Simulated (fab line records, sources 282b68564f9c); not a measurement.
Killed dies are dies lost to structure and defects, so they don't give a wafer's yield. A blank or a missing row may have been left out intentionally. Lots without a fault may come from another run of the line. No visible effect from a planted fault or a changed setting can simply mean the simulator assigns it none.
fab line records ; flow ritCmos
[record] lots = 5; wafers = 15; lastDay = 6
route steps=202 shown ACTIVE@8 FOX1@20 M1@202
lots that met no fault: taken from a fault-free run of the same line
startH: start of the lot's first displayed wafer, in hours after the record's first day ; waitH: hours since the lot's step before ; " repeats the value in the row above ; L1.1+2: several wafers, shown together as one row ; - no value, or no start was given ; * or withheld: withheld ; < > ~ a bound
route shown NAME@n: NAME is a module with steps in the file, n the number in the route of the first one ; usual: mean/standard deviation taken from wafers without a fault ; same: alike in all rows ; chamber/n: place in a boat ; sites: per-site readings ; _std_site: how widely they spread, as a standard deviation ; _edge_site: inner sites' mean taken away from outer sites' mean ; radiusMm: how far each site lies from the wafer's centre ; mask NAME#n: copy n ; behind: the most recent tool/chamber to have shaped the wafer ; hold: the reason the lot was held/the length of the hold in hours/how it ended ; device: the n, p or np transistor that did not switch ; end of line: the same wafers' tests at the end of the route ; step lacking rows: just its recipe ; killed: the dies lost at the first sort to structure and to defects; this is not the yield of the wafer ; map: per-die view of a wafer (x killed, . not killed, _ where there is no die)
set.NAME: the run value of the setting; set.NAME@STEP: its run value at that earlier step ; model.NAME: the simulator's own value behind a step, which no gauge read
a table for each step, a row for each wafer; lots at some steps of the route
services: from which hour (startH, from the record's first day; less than 0 if before it) a tool's chamber was out of use, for how many hours, and why
[[steps]]
[step RIT_ACTIVE_SOFTBAKE_07]
[recipe] resist = NOVOLAK; tempC = 90; timeS = 60
[step RIT_ACTIVE_EXPOSE_08]
[recipe] maskId = M1; na = 0.6; sourceShape = conventional; sigmaOuter = 0.6; targetCdNm = 1400; doseMj = 225
[step RIT_ACTIVE_PEB_09]
[recipe] resist = NOVOLAK; tempC = withheld; timeS = withheld
[step RIT_ACTIVE_DEVELOP_10]
[recipe] resist = NOVOLAK; developTimeS = 50; devTempC = 23
[step RIT_ACTIVE_CD_MEAS_11]
[recipe] targetCdNm = 1400
[usual] cdNm = 1400.1/1.9
lot.wafer;tool;chamber;startH;waitH;cdNm
L202.2;cdSem-02;-;15.17;-;1403.0
L202.3;cdSem-02;-;15.17;-;1400.6
L202.6;cdSem-02;-;15.17;-;1403.4
L205.2;cdSem-01;-;29.58;-;1397.9
L205.4;cdSem-01;-;29.58;-;1398.6
L205.6;cdSem-01;-;29.58;-;1398.0
L212.1;cdSem-01;-;66.25;-;1400.1
L212.3;cdSem-01;-;66.25;-;1400.0
L212.6;cdSem-01;-;66.25;-;1399.4
L215.2;cdSem-02;-;80.17;-;1400.1
L215.3;cdSem-02;-;80.17;-;1397.0
L215.6;cdSem-02;-;80.17;-;1399.9
L217.1;cdSem-02;-;93.20;-;1398.2
L217.2;cdSem-02;-;93.20;-;1398.4
L217.6;cdSem-02;-;93.20;-;1398.0
[step RIT_ACTIVE_HARDBAKE_12]
[recipe] resist = NOVOLAK; tempC = 140; timeS = 60
[step RIT_ACTIVE_ETCH_13]
[recipe] stopOn = SiO2; chemistry = SF6; target = Si3N4; timeS = 210; overEtchFrac = 0.4; SF6_flow_sccm = 200; pressureMtorr = 260; rfW = 125; targetDepthA = 2100
[usual] chamberPressureMTorr = 260.00/0.24; drypumpMotorCurrentA = 5.8/0.47; oesProductAu = 0.824/0.0099; throttleValvePct = 7.47/0.14
lot.wafer;tool;chamber;startH;waitH;chamberPressureMTorr;drypumpMotorCurrentA;oesProductAu;rfHoursCounterH;throttleValvePct
L202.2;rieDiel-02;0;15.42;0.1;260.51;5.5;0.801;36;7.41
L202.3;rieDiel-02;1;15.42;0.1;259.82;5.8;0.820;2;7.52
L202.6;rieDiel-02;1;15.42;0.1;260.38;5.8;0.816;-;7.51
L205.2;rieDiel-02;1;29.83;0.1;260.01;5.8;0.827;2;7.50
L205.4;rieDiel-02;3;29.83;0.1;259.93;5.7;0.830;2;7.25
L205.6;rieDiel-02;2;29.83;0.1;260.15;6.6;0.828;-;7.34
L212.1;rieDiel-02;1;66.58;0.1;260.11;5.8;0.825;3;7.49
L212.3;rieDiel-02;3;66.58;0.1;260.05;5.7;0.825;3;7.26
L212.6;rieDiel-02;3;66.58;0.1;260.20;5.6;0.822;-;7.25
L215.2;rieDiel-04;1;80.42;0.1;259.57;6.0;0.816;22;7.37
L215.3;rieDiel-04;3;80.42;0.1;259.45;6.5;0.828;121;7.48
L215.6;rieDiel-04;0;80.42;0.1;260.09;5.3;0.822;-;7.61
L217.1;rieDiel-03;0;93.47;0.1;259.71;5.8;0.817;104;7.58
L217.2;rieDiel-03;2;93.47;0.1;259.98;5.1;0.810;42;7.69
L217.6;rieDiel-03;1;93.47;0.1;259.97;6.3;0.828;-;7.52
[step RIT_ACTIVE_STRIP_14]
[recipe] chemistry = O2; timeS = 180; resist = NOVOLAK; platenTempC = withheld; powerW = 500; pressureMtorr = 4000; o2FlowSccm = 4000
[usual] chamberPressureMTorr = 4001/3.9; drypumpMotorCurrentA = 5.8/0.48
lot.wafer;tool;chamber;startH;waitH;chamberPressureMTorr;drypumpMotorCurrentA;rfHoursCounterH
L202.2;plasmaAsher-03;1;15.55;0.1;4000;6.1;38
L202.3;plasmaAsher-03;0;15.55;0.1;4004;5.1;-
L202.6;plasmaAsher-03;1;15.55;0.1;3999;6.1;-
L205.2;plasmaAsher-02;1;29.97;0.1;3996;5.1;22
L205.4;plasmaAsher-02;1;29.97;0.1;3998;5.1;-
L205.6;plasmaAsher-02;1;29.97;0.1;3999;5.1;-
L212.1;plasmaAsher-04;0;66.71;0.1;4005;5.9;43
L212.3;plasmaAsher-04;0;66.71;0.1;4001;5.9;-
L212.6;plasmaAsher-04;0;66.71;0.1;3997;5.8;-
L215.2;plasmaAsher-02;1;80.55;0.1;3998;5.1;27
L215.3;plasmaAsher-02;1;80.55;0.1;4003;5.1;-
L215.6;plasmaAsher-02;0;80.55;0.1;4000;6.1;-
L217.1;plasmaAsher-03;0;93.60;0.1;4007;5.1;46
L217.2;plasmaAsher-03;1;93.60;0.1;3998;6.1;46
L217.6;plasmaAsher-03;1;93.60;0.1;3997;6.1;-
[step RIT_ACTIVE_CD_MEAS_90]
[recipe] targetCdNm = 1400
[usual] cdNm = 1400.1/1.9
lot.wafer;tool;chamber;startH;waitH;cdNm
L202.2;cdSem-02;-;15.75;0.1;1403.5
L202.3;cdSem-02;-;15.75;0.1;1401.3
L202.6;cdSem-02;-;15.75;0.1;1403.1
L205.2;cdSem-02;-;30.16;0.1;1397.4
L205.4;cdSem-02;-;30.16;0.1;1398.9
L205.6;cdSem-02;-;30.16;0.1;1398.0
L212.1;cdSem-01;-;66.88;0.1;1399.8
L212.3;cdSem-01;-;66.88;0.1;1399.9
L212.6;cdSem-01;-;66.88;0.1;1399.3
L215.2;cdSem-02;-;80.75;0.1;1399.9
L215.3;cdSem-02;-;80.75;0.1;1397.2
L215.6;cdSem-02;-;80.75;0.1;1399.9
L217.1;cdSem-01;-;93.78;0.1;1398.1
L217.2;cdSem-01;-;93.78;0.1;1398.8
L217.6;cdSem-01;-;93.78;0.1;1397.9
[step RIT_ACTIVE_CLEAN_15]
[recipe] chemistry = SC1; mix = 3:3:50; timeS = 600; tempC = 75
[step RIT_ACTIVE_CLEAN_16]
[recipe] chemistry = dHF; dilution = 50:1; timeS = 30
[step RIT_ACTIVE_CLEAN_17]
[recipe] chemistry = SC2; mix = 3:3:50; timeS = 600; tempC = 75; dry = n2Spin
[step RIT_FOX1_OXIDATION_00]
[recipe] tempC = 1100; ambient = H2O; targetThkA = 3507; pH2oTorr = 720; oxTimeS = 1130
[usual] tubeCenterTempC = 1100/0.096
lot.wafer;tool;chamber;startH;waitH;tubeCenterTempC;model.SiO2_of_FOX1_OXIDATION_00.thkNm
L202.2;furnace-01;0;16.26;0.0;1100.2;346.3
L202.3;furnace-01;0;16.26;0.0;1100.2;348
L202.6;furnace-01;0;16.26;0.0;1100.1;348.9
L205.2;furnace-04;0;31.19;0.6;1100;341.2
L205.4;furnace-04;0;31.19;0.6;1100.1;340.7
L205.6;furnace-04;0;31.19;0.6;1100;341.9
L212.1;furnace-04;0;70.07;2.7;1100;306.3
L212.3;furnace-04;0;70.07;2.7;1100;300
L212.6;furnace-04;0;70.07;2.7;1099.9;310.4
L215.2;furnace-01;0;86.07;4.8;1100;352
L215.3;furnace-01;0;86.07;4.8;1100.2;359.6
L215.6;furnace-01;0;86.07;4.8;1099.9;355.5
L217.1;furnace-01;0;94.51;0.2;1100.1;353.1
L217.2;furnace-01;0;94.51;0.2;1100;355.5
L217.6;furnace-01;0;94.51;0.2;1100.1;346.7
[step RIT_FOX1_THK_MEAS_01]
[recipe] reads = SiO2_of_FOX1_OXIDATION_00
[usual] FOX1_OXIDE_THK = 346/6
lot.wafer;tool;chamber;startH;waitH;FOX1_OXIDE_THK[nm]
L202.2;filmMetro-02;-;17.58;0.0;346
L202.3;filmMetro-02;-;17.58;0.0;348
L202.6;filmMetro-02;-;17.58;0.0;349
L205.2;filmMetro-04;-;32.51;0.0;341
L205.4;filmMetro-04;-;32.51;0.0;341
L205.6;filmMetro-04;-;32.51;0.0;342
L212.1;filmMetro-01;-;71.38;0.0;306
L212.3;filmMetro-01;-;71.38;0.0;300
L212.6;filmMetro-01;-;71.38;0.0;310
L215.2;filmMetro-04;-;87.39;0.0;352
L215.3;filmMetro-04;-;87.39;0.0;359
L215.6;filmMetro-04;-;87.39;0.0;355
L217.1;filmMetro-02;-;95.83;0.0;353
L217.2;filmMetro-02;-;95.83;0.0;356
L217.6;filmMetro-02;-;95.83;0.0;347
[step RIT_FOX1_WET_ETCH_02]
[recipe] chemistry = BOE; targetDepthNm = 350; timeS = 390; tempC = 21.5; dry = n2Spin; dilution = 10:1; target = SiO2
[step RIT_M1_PROBE_99]
[usual] killedAtFrontEnd = 7/3; killedDies = 7/3.1; killedOpen = 3.3/2.1; killedShort = 3.3/2
[same] grossDies = 264; killed_at_M0_to_M3 = 0; killed_at_M4_up = 0; killedAtBackSide = 0; killedAtContacts = 0; killedAtOther = 0
lot.wafer;tool;chamber;startH;waitH;killedAtFrontEnd;killedDies;killedOpen;killedShort;model.etest.nplusSal.widthNm;model.etest.pplusSal.widthNm;model.etest.pldd.widthNm;model.etest.nldd.widthNm
L202.2;prober-02;-;58.72;0.1;11;11;6;5;3466;3462;3189;3163
L202.3;prober-02;-;58.77;0.2;7;7;5;2;3451;3449;3190;3182
L202.6;prober-02;-;58.92;0.2;14;14;6;8;3452;3443;3175;3182
L205.2;prober-01;-;74.34;0.1;7;7;4;3;3461;3460;3174;3196
L205.4;prober-01;-;74.44;0.2;7;7;4;3;3486;3482;3215;3198
L205.6;prober-01;-;74.54;0.2;7;7;3;4;3459;3485;3200;3202
L212.1;prober-01;-;120.48;0.1;3;3;0;3;3496;3494;3249;3235
L212.3;prober-01;-;120.58;0.2;2;2;0;2;3483;3501;3254;3243
L212.6;prober-01;-;120.73;0.2;11;11;3;8;3504;3487;3230;3242
L215.2;prober-01;-;134.02;0.1;5;5;3;2;3438;3439;3172;3165
L215.3;prober-01;-;134.07;0.2;9;9;2;7;3448;3429;3156;3172
L215.6;prober-01;-;134.22;0.2;6;6;5;1;3433;3450;3191;3198
L217.1;prober-01;-;143.67;0.1;6;6;4;2;3445;3444;3183;3193
L217.2;prober-01;-;143.72;0.1;6;6;3;3;3459;3454;3193;3203
L217.6;prober-01;-;143.92;0.2;1;1;1;0;3482;3469;3188;3188
// killed by level:class
L202.2 GATE:geometricParticle:open=4 GATE:geometricParticle:short=3 FOX1:geometricParticle:short=1 REOX:geometricParticle:short=1 REOX:geometricParticle:open=1 SPACER:geometricParticle:open=1
L202.3 GATE:geometricParticle:open=4 GATE:geometricParticle:short=2 REOX:geometricParticle:open=1
L202.6 GATE:geometricParticle:open=5 GATE:geometricParticle:short=4 SPACER:geometricParticle:short=3 SILICIDE:geometricParticle:short=1 SILICIDE:geometricParticle:open=1
L205.2 GATE:geometricParticle:short=3 GATE:geometricParticle:open=2 ACTIVE:geometricParticle:open=1 FOX2:geometricParticle:open=1
L205.4 GATE:geometricParticle:short=2 GATE:geometricParticle:open=2 FOX1:geometricParticle:open=1 FOX1:geometricParticle:short=1 SPACER:geometricParticle:open=1
L205.6 REOX:geometricParticle:short=2 SPACER:geometricParticle:open=2 SPACER:geometricParticle:short=2 FOX1:geometricParticle:open=1
L212.1 GATE:geometricParticle:short=1 SPACER:geometricParticle:short=1 SILICIDE:geometricParticle:short=1
L212.3 FOX2:geometricParticle:short=2
L212.6 GATE:geometricParticle:short=3 FOX2:geometricParticle:short=2 SILICIDE:geometricParticle:short=2 SILICIDE:geometricParticle:open=2 REOX:geometricParticle:open=1 SPACER:geometricParticle:short=1
L215.2 FOX1:geometricParticle:short=1 FOX2:geometricParticle:open=1 GATE:geometricParticle:short=1 GATE:geometricParticle:open=1 SPACER:geometricParticle:open=1
L215.3 GATE:geometricParticle:short=3 FOX2:geometricParticle:short=2 REOX:geometricParticle:open=2 FOX1:geometricParticle:short=1 SILICIDE:geometricParticle:short=1
L215.6 REOX:geometricParticle:open=3 FOX1:geometricParticle:open=1 FOX2:geometricParticle:short=1 FOX2:geometricParticle:open=1
L217.1 GATE:geometricParticle:short=2 GATE:geometricParticle:open=2 REOX:geometricParticle:open=1 SPACER:geometricParticle:open=1
L217.2 GATE:geometricParticle:open=2 SILICIDE:geometricParticle:short=2 GATE:geometricParticle:short=1 REOX:geometricParticle:open=1
L217.6 GATE:geometricParticle:open=1
[[services]]
tool;chamber;startH;hours;kind
plasmaAsher-02;-;-5.16;11.6;repair
furnace-01;-;1.21;3.7;pm
rieDiel-02;2;3.53;7.2;repair
rieDiel-03;0;10.58;2.5;repair
plasmaAsher-02;-;25.15;1.0;repair
rieDiel-03;-;43.61;0.3;repair
rieDiel-04;-;44.32;1.1;repair
rieDiel-03;2;51.61;5.6;repair
plasmaAsher-04;-;71.89;1.8;repair
rieDiel-04;1;72.82;5.1;repair
rieDiel-03;3;79.51;4.0;repair
furnace-04;-;82.20;2.9;pm
furnace-04;-;85.07;8.7;pm
plasmaAsher-03;-;86.78;4.0;pm
rieDiel-02;-;94.44;2.3;repair
[[key]]
[firstSign] step = RIT_FOX1_THK_MEAS_01; reading = FOX1_OXIDE_THK; direction = down; sigmas = 6.9; usual = 346; struck = 305
effect none on later readings
[modelEffect] step = RIT_FOX1_OXIDATION_00; value = SiO2_of_FOX1_OXIDATION_00.thkNm; without = 336; struck = 305.6
[modelEffect] step = RIT_M1_PROBE_99; value = etest.nplusSal.widthNm; without = 3461; struck = 3494
metAt RIT_FOX1_OXIDATION_00
struckWafers L212.1,L212.3,L212.6
testerLeftOut L212
onsetBetween 31.19 70.07
alsoFits RIT_ACTIVE_ETCH_13:rieDiel-02,RIT_ACTIVE_STRIP_14:plasmaAsher-04
[fault] kind = processParameterDrift; tool = furnace-04; chamber = -; onsetH = 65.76; steps = RIT_FOX1_OXIDATION_00; channel = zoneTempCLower; offset = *; shape = step; endH = 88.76
// testerLeftOut: of these lots the tester's yield and bins aren't shown, on N5 and GAA mostly nor the transistor test; their killed dies are dies lost to structure and defects alone, not to doping, threshold or leakage, so they don't give the yield
